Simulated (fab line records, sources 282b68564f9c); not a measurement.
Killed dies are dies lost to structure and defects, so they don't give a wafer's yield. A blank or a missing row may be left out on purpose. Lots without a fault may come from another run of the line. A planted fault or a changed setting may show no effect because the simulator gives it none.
fab line records | flow rit_cmos
record lots=5 wafers=13 last_day=6
route steps=202 shown CONTACT@172 M1@184
lots that met no fault: from a run of the same line without faults
start_h: hours from the record's first day to the start of the lot's first wafer shown | wait_h: hours since the lot's step before | " the same as in the row above | L1.1+2: a row that stands for several wafers | - no value, or no start given | * or withheld: withheld | < > ~ a bound
route shown NAME@n: a module of which the file shows steps, and the number in the route of the first | usual: mean/standard deviation of fault-free wafers | same: alike in all rows | chamber/n: place in a boat | sites: the reading at each site | _std_site: their standard deviation | _edge_site: outer sites' mean less inner sites' | radius_mm: how far each site lies from the wafer's centre | mask NAME#n: copy n | behind: the tool/chamber that last shaped the wafer | hold: why the lot was held/for how many hours/how that ended | device: the transistor (n, p or np) that didn't switch | end of line: the same wafers' tests at the end of the route | a step without rows: its recipe alone | killed: dies lost to structure and defects at the first sort, not the wafer's yield | map: a wafer's dies, x killed, . not, _ none there
set.NAME: the setting as run; set.NAME@STEP: as run at that earlier step | model.NAME: the simulator's own value behind a step, which no gauge read
lots at some steps of the route; a table a step, a row a wafer
services: from which hour (start_h, from the record's first day; less than 0 if before it) a tool's chamber was out of use, for how many hours, and why
## steps
# step RIT_CONTACT_SOFTBAKE_04
# recipe resist=NOVOLAK temp_c=90 time_s=60
# step RIT_CONTACT_EXPOSE_05
# recipe mask_id=M11 na=0.6 source_shape=conventional sigma_outer=0.5 target_cd_nm=1000 dose_mj=250
# step RIT_CONTACT_PEB_06
# recipe resist=NOVOLAK temp_c=withheld time_s=withheld
# step RIT_CONTACT_DEVELOP_07
# recipe resist=NOVOLAK develop_time_s=120 dev_temp_c=23
# step RIT_CONTACT_CD_MEAS_08
# recipe target_cd_nm=1000
# usual cd_nm=999.8/2.3
# columns lot.wafer tool chamber start_h wait_h cd_nm
L480.1 cd_sem-01 - 63.96 - 999.9
L480.3 " - " " 1000.6
L480.4 " - " " 1000.4
L484.2 cd_sem-01 - 83.97 - 1001.7
L484.3 " - " " 1001.0
L484.6 " - " " 1001.5
L489.4 cd_sem-02 - 104.50 - 999.3
L489.5 " - " " 997.9
L489.6 " - " " 996.7
L491.2 cd_sem-01 - 116.17 - 999.4
L491.3 " - " " 998.9
L491.6 " - " " 997.7
L498.4 cd_sem-01 - 150.30 - 995.5
# step RIT_CONTACT_OVL_MEAS_09
# usual CONTACT_OVL=-0.7/1.5
# columns lot.wafer tool chamber start_h wait_h CONTACT_OVL[nm]
L480.1 overlay-01 - 64.08 0.1 -1.6
L480.3 " - " " -1.4
L480.4 " - " " -2.6
L484.2 overlay-02 - 84.07 0.1 -1.4
L484.3 " - " " -1.1
L484.6 " - " " -0.3
L489.4 overlay-02 - 104.58 0.1 -3.4
L489.5 " - " " -2.3
L489.6 " - " " -0.9
L491.2 overlay-02 - 116.27 0.1 -1.0
L491.3 " - " " 0.5
L491.6 " - " " -0.3
L498.4 overlay-01 - 150.38 0.1 -1.4
# step RIT_CONTACT_HARDBAKE_10
# recipe resist=NOVOLAK temp_c=140 time_s=60
# step RIT_CONTACT_ETCH_11
# recipe target_depth_a=4800 over_etch_frac=0.2 stop_on=TiSi2 chemistry=CHF3/CF4/Ar target=SiO2 CHF3_flow_sccm=50 cf4_flow_sccm=10 Ar_flow_sccm=100 O2_flow_sccm=5 pressure_mtorr=100 rf_w=200 time_s=326.9
# usual drypump_motor_current_A=5.9/0.37 oes_product_au=0.990/0.014 throttle_valve_pct=8.83/0.13
# columns lot.wafer tool chamber start_h wait_h drypump_motor_current_A oes_product_au rf_hours_counter_h throttle_valve_pct
L480.1 rie_diel-04 2 64.26 0.1 5.5 0.989 41 8.90
L480.3 " 3 " " 6.3 0.974 16 8.60
L480.4 " 0 " " 5.1 0.978 22 8.84
L484.2 rie_diel-01 2 84.25 0.1 5.9 0.985 136 8.75
L484.3 " 3 " " 5.6 0.987 2 8.61
L484.6 " 3 " " 5.6 0.982 - 8.62
L489.4 rie_diel-01 2 104.75 0.1 5.9 0.984 136 8.76
L489.5 " 1 " " 6.0 0.985 - 8.69
L489.6 " 2 " " 5.9 0.985 - 8.76
L491.2 rie_diel-01 3 116.45 0.1 5.6 0.979 3 8.63
L491.3 " 1 " " 6.1 0.988 19 8.70
L491.6 " 1 " " 6.1 0.992 - 8.70
L498.4 rie_diel-01 3 150.55 0.1 5.6 0.979 4 8.59
# step RIT_CONTACT_STRIP_12
# recipe chemistry=O2 time_s=180 resist=NOVOLAK platen_temp_c=withheld power_w=500 pressure_mtorr=4000 o2_flow_sccm=4000
# usual drypump_motor_current_A=5.55/0.22 rf_refl_power_W=7.6/1.3
# columns lot.wafer tool chamber start_h wait_h drypump_motor_current_A rf_hours_counter_h rf_refl_power_W
L480.1 plasma_asher-02 1 64.46 0.1 5.81 42 7.9
L480.3 " 0 " " 5.48 - 5.6
L480.4 " 1 " " 5.81 - 8.0
L484.2 plasma_asher-03 1 84.45 0.1 5.14 43 8.0
L484.3 " 1 " " 5.12 - 8.4
L484.6 " 1 " " 5.15 - 8.2
L489.4 plasma_asher-03 1 105.00 0.2 5.21 - 8.0
L489.5 " 0 " " 5.54 - 6.7
L489.6 " 1 " " 5.21 - 8.5
L491.2 plasma_asher-02 1 116.65 0.1 5.78 49 7.9
L491.3 " 1 " " 5.79 - 8.2
L491.6 " 1 " " 5.78 - 8.0
L498.4 plasma_asher-04 1 150.80 0.2 5.72 - 9.8
# step RIT_CONTACT_CD_MEAS_90
# recipe target_cd_nm=1000
# usual cd_nm=999.8/2.3
# columns lot.wafer tool chamber start_h wait_h cd_nm
L480.1 cd_sem-02 - 64.63 0.1 999.8
L480.3 " - " " 1000.3
L480.4 " - " " 999.6
L484.2 cd_sem-02 - 84.64 0.1 1001.9
L484.3 " - " " 1000.8
L484.6 " - " " 1001.7
L489.4 cd_sem-01 - 105.20 0.1 999.4
L489.5 " - " " 996.8
L489.6 " - " " 996.3
L491.2 cd_sem-01 - 116.84 0.1 1000.0
L491.3 " - " " 998.7
L491.6 " - " " 996.9
L498.4 cd_sem-01 - 150.98 0.1 996.2
# step RIT_CONTACT_CLEAN_13
# recipe chemistry=SC1 mix=3:3:50 time_s=600 temp_c=75
# step RIT_CONTACT_CLEAN_14
# recipe chemistry=SC2 mix=3:3:50 time_s=600 temp_c=75 dry=n2_spin
# step RIT_M1_SPUTTER_00
# recipe material=Al target_thk_nm=400 power_w=2000 chamber_pressure_pa=0.4 gas=Ar time_s=500 substrate_temp_c=25
# usual chamber_pressure_pa=0.4000/0.00078 throttle_valve_pct=29.9/1.5
# columns lot.wafer tool chamber start_h wait_h chamber_pressure_pa throttle_valve_pct model.Al_of_M1_SPUTTER_00.thk_nm
L480.1 pvd_sputter-04 - 65.24 0.0 0.3980 28.7 397.5
L480.3 " - " " 0.4003 31.4 401.3
L480.4 " - " " 0.4006 29.9 402.6
L484.2 pvd_sputter-01 - 85.11 0.0 0.4010 31.3 400.8
L484.3 " - " " 0.3994 28.1 398.8
L484.6 " - " " 0.4004 28.9 398.1
L489.4 pvd_sputter-02 - 105.61 0.0 0.4004 32.6 399.6
L489.5 " - " " 0.4001 32.6 399.2
L489.6 " - " " 0.4002 30.5 404.9
L491.2 pvd_sputter-04 - 117.29 0.0 0.4006 28.3 398.5
L491.3 " - " " 0.4002 29.6 404.8
L491.6 " - " " 0.4000 28.0 393.5
L498.4 pvd_sputter-01 - 151.40 0.0 0.3582 33.2 407.4
# step RIT_M1_RS_MEAS_01
# recipe thk_meas_gauge=four-point-probe reads=Al_of_M1_SPUTTER_00
# usual M1_AL_RS=0.0735/0.00073
# columns lot.wafer tool chamber start_h wait_h M1_AL_RS[ohm/sq]
L480.1 film_metro-01 - 65.53 0.1 0.0739
L480.3 " - " " 0.0734
L480.4 " - " " 0.0731
L484.2 film_metro-02 - 85.42 0.2 0.0733
L484.3 " - " " 0.0735
L484.6 " - " " 0.0737
L489.4 film_metro-02 - 105.96 0.2 0.0734
L489.5 " - " " 0.0736
L489.6 " - " " 0.0726
L491.2 film_metro-02 - 117.61 0.2 0.0737
L491.3 " - " " 0.0725
L491.6 " - " " 0.0748
L498.4 film_metro-02 - 151.76 0.2 0.0715
# step RIT_M1_PROBE_99
# usual defect_limited_yield=97.4/1.2 killed_at_front_end=7/3 killed_dies=7/3.1 killed_open=3.4/2.1 killed_short=3.4/2 sort_bin_3_pad_short=0.1/0.23 sort_bin_5_function=1.5/0.76 sort_bin_6_memory=1.0/0.74 sort_n_pass=257/3.1 sort_yield_pct=97.4/1.2
# same gross_dies=264 killed_at_M0_to_M3=0 killed_at_M4_up=0 killed_at_back_side=0 killed_at_contacts=0 killed_at_other=0
# columns lot.wafer tool chamber start_h wait_h defect_limited_yield[%] killed_at_front_end killed_dies killed_open killed_short sort_bin_3_pad_short[%] sort_bin_5_function[%] sort_bin_6_memory[%] sort_n_pass sort_yield_pct[%]
L480.1 prober-02 - 69.25 0.1 98.1 5 5 2 3 0 1.9 0 259 98.1
L480.3 prober-02 - 69.35 0.2 97.0 8 8 5 3 0 2.7 0.4 256 97.0
L480.4 prober-02 - 69.40 0.2 99.2 2 2 1 1 0.4 0.4 0 262 99.2
L489.4 prober-01 - 109.79 0.2 95.1 13 13 9 4 0.4 3.0 1.5 251 95.1
L489.5 prober-01 - 109.84 0.2 96.2 10 10 7 3 0.4 1.9 1.5 254 96.2
L489.6 prober-01 - 109.89 0.2 97.7 6 6 4 2 0 1.1 1.1 258 97.7
# killed by level:class
L480.1 GATE:geometric_particle:open=2 GATE:geometric_particle:short=2 REOX:geometric_particle:short=1
L480.3 GATE:geometric_particle:open=2 REOX:geometric_particle:open=2 GATE:geometric_particle:short=1 REOX:geometric_particle:short=1 SPACER:geometric_particle:short=1 SPACER:geometric_particle:open=1
L480.4 SPACER:geometric_particle:open=1 SPACER:geometric_particle:short=1
L489.4 GATE:geometric_particle:open=4 SILICIDE:geometric_particle:open=4 ACTIVE:geometric_particle:open=1 FOX2:geometric_particle:short=1 GATE:geometric_particle:short=1 REOX:geometric_particle:short=1 SILICIDE:geometric_particle:short=1
L489.5 GATE:geometric_particle:open=4 GATE:geometric_particle:short=2 SPACER:geometric_particle:open=2 FOX2:geometric_particle:open=1 FOX2:geometric_particle:short=1
L489.6 GATE:geometric_particle:open=3 FOX2:geometric_particle:short=1 SPACER:geometric_particle:open=1 SILICIDE:geometric_particle:short=1
## services
# columns tool chamber start_h hours kind
pvd_sputter-02 - 47.48 33.7 repair
plasma_asher-04 - 66.03 15.6 pm
rie_diel-04 2 71.51 3.9 repair
rie_diel-01 0 76.20 3.1 repair
pvd_sputter-01 - 78.45 3.6 repair
rie_diel-04 - 79.90 14.6 pm
pvd_sputter-01 - 85.88 3.1 repair
rie_diel-04 - 94.50 15.6 pm
plasma_asher-03 - 108.75 9.0 pm
plasma_asher-03 0 108.75 9.0 vent_cycle
plasma_asher-03 1 108.75 9.0 vent_cycle
rie_diel-04 1 110.10 - clean
rie_diel-04 1 110.10 13.7 scheduled_down
plasma_asher-03 0 117.75 - clean
plasma_asher-03 1 117.75 - clean
rie_diel-04 - 119.46 1.1 repair
rie_diel-04 - 124.64 2.8 pm
rie_diel-01 3 126.93 15.4 repair
plasma_asher-02 - 128.20 0.5 repair
pvd_sputter-02 - 133.18 21.3 repair
rie_diel-04 0 137.42 5.9 repair
plasma_asher-03 - 138.30 0.8 repair
plasma_asher-03 - 142.61 4.9 repair
rie_diel-04 3 142.82 4.6 repair
## key
first_sign step=RIT_M1_SPUTTER_00 reading=chamber_pressure_pa direction=down sigmas=53 usual=0.4000 struck=0.3582
effect none on later readings
model_effect step=RIT_M1_SPUTTER_00 value=Al_of_M1_SPUTTER_00.thk_nm without=397.5 struck=407.4
met_at RIT_M1_SPUTTER_00
struck_wafers L498.4
rows_end L498.4
onset_between 85.11 151.40
fault kind=process_parameter_drift tool=pvd_sputter-01 chamber=- onset_h=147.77 steps=RIT_M1_SPUTTER_00 channel=chamber_pressure_pa offset=-0.040954 shape=step acts_in=these_recipes_only stated=0.4 scope=struck_wafers_only
# rows_end: these wafers met a further fault down the route, and their rows from its step on are left out
